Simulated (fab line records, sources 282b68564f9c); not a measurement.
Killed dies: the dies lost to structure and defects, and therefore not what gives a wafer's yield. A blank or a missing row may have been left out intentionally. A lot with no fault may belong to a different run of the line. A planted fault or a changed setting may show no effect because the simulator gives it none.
One fault through the eyes of 2 desks -- flow rit_cmos -- every desk sees just its own numbers, and what lay behind them comes last

== THE TOOL OWNER'S DESK: litho_track-03 ==
The tool's own readings at RIT_GATE_COAT_11 (resist thk 850 nm): means of the sampled wafers that have a number, for each lot that ran on this tool. If a lot's mean is further than 4 standard deviations from the usual mean, the lot is out of limits and carries the mark OUT (the distance appears in the brackets).
Columns: A = spin_speed_rpm at RIT_GATE_COAT_11, usual 4250 rpm
lot,first seen here,A
L495,day 3 02:53,4250
L496,day 3 07:22,4068 (-61) OUT
L497,day 3 12:02,4066 (-61) OUT
This desk's finding: out of limits on L496, L497; first on L496, day 3 07:22 (spin_speed_rpm at RIT_GATE_COAT_11). L495: within limits.

== METROLOGY DESK ==
What the gauges read for every lot (on any tool): the sampled wafers with a number, averaged. If a lot's mean is further than 4 standard deviations from the usual mean, the lot is out of limits and carries the mark OUT (the distance appears in the brackets).
Columns: A = FIELD_OXIDE_LEFT_2_THK at RIT_FOX2_THK_MEAS_91, usual 254 nm; B = GATE_OXIDE_THK at RIT_GATE_THK_MEAS_07, usual 3.01 nm; C = GATE_POLY_THK at RIT_GATE_THK_MEAS_09, usual 250.3 nm; D = cd_nm at RIT_GATE_CD_MEAS_16, usual 149.3 nm; E = GATE_OVL at RIT_GATE_OVL_MEAS_17, usual 0.7 nm
lot,first seen here,A,B,C,D,E
L495,day 2 23:35,257,2.98,249.2,146.9,0.4
L496,day 3 04:04,257,2.99,249.4,153.3,0.5
L497,day 3 08:44,257,2.98,248.2,151.2,0.1
L499,day 3 19:24,251,3.11,250.4,148.9,2.2
L503,day 4 16:32,241,2.93,252.4,150.4,0.2
L507,day 5 12:51,254,3.01,252.1,150.8,0.9
Finding of this desk: none of the 6 lots has anything out of limits.

== BROUGHT TOGETHER ==
On L496, L497, at day 3 07:22, an alarm was possible from the tool owner's desk.
The metrology desk saw nothing out of limits.
The metrology desk holds a record of L496, L497, inside its limits.
RIT_GATE_COAT_11 was run on litho_track-03 by each of the lots named.

== WHAT THE SIMULATOR HAD PUT IN ==
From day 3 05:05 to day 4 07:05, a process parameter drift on litho_track-03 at RIT_GATE_COAT_11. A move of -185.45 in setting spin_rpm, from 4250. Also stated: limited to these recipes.
Shown lots that were struck: L496, L497.
Hours from the fault's start to each desk's first reading out of limits: the tool owner's desk, 2.
